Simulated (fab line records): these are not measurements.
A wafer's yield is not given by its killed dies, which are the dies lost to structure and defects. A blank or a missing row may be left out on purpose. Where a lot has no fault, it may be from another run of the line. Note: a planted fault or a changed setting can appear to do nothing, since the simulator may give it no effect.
Split-lot study ; flow berkeleyCmos170 ; 23 wafers read across 5 lots, on a route 331 steps long

THE SPLIT
At UCB170_START_OXIDATION_02 (target thk 20 nm, ox time 1800 s), the setting oxTimeS was moved away from the recipe's 1800 s on 10 of the 23 wafers read, by -8.5% to +14.8%. This setting was run at the recipe's value on the other wafers.

The file shows no step between the split and the reading.

THE READING
START_OXIDE_THK (nm), taken at UCB170_START_THK_MEAS_03. Typical for fault-free wafers on this fab line: 19.9 nm, with standard deviation 0.45 nm.

wafer;tool, chamber at the split;oxTimeS as run, s;against the recipe;START_OXIDE_THK, nm;against lot-mates on the recipe
L077.2;furnace-04, 0;1800;recipe;20.4;-
L077.3;furnace-04, 0;1800;recipe;20.3;-
L077.5;furnace-04, 0;1800;recipe;20.3;-
L081.1;-, -;1800;recipe;19.9;-
L081.2;-, -;1800;recipe;19.8;-
L081.4;-, -;1800;recipe;19.7;-
L081.5;-, -;1800;recipe;20.0;-
L081.6;-, -;1800;recipe;20.1;-
L082.1;-, -;1800;recipe;19.6;-
L082.2;-, -;1800;recipe;19.9;-
L082.3;-, -;1800;recipe;19.8;-
L082.4;-, -;1800;recipe;20.0;-
L082.5;-, -;1800;recipe;19.6;-
L083.1;-, -;1647;-8.5%;18.8;no lot-mate on the recipe
L083.2;-, -;1647;-8.5%;18.9;no lot-mate on the recipe
L083.3;-, -;1647;-8.5%;19.1;no lot-mate on the recipe
L083.4;-, -;1647;-8.5%;19.1;no lot-mate on the recipe
L083.5;-, -;1647;-8.5%;18.8;no lot-mate on the recipe
L084.1;-, -;2066;+14.8%;21.4;no lot-mate on the recipe
L084.3;-, -;2066;+14.8%;21.2;no lot-mate on the recipe
L084.4;-, -;2066;+14.8%;21.7;no lot-mate on the recipe
L084.5;-, -;2066;+14.8%;21.4;no lot-mate on the recipe
L084.6;-, -;2066;+14.8%;21.2;no lot-mate on the recipe

THE FIT
A straight line over all 23 wafers: START_OXIDE_THK changes by +0.103 nm for each +1% of oxTimeS; r = +0.96; the points scatter about the line by 0.24 nm.
Too few moved wafers have a lot-mate on the recipe to fit a line with each lot's own level taken away.

THE WHOLE CHAIN: every reading that the file lists as answering this split, in the file's order
step;what it does;reading;change (the file's fit);r (the file's)
UCB170_START_OXIDATION_02;target thk 20 nm, ox time 1800 s;SiO2_of_START_OXIDATION_02.thkNm (the simulator's own value, which no gauge read);+0.104 nm for each +1% of the setting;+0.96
UCB170_START_THK_MEAS_03;;START_OXIDE_THK;+0.103 for each +1% of the setting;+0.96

FILE'S OWN FIT
START_OXIDE_THK changes by +0.103 nm for each +1% of oxTimeS, r = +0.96.
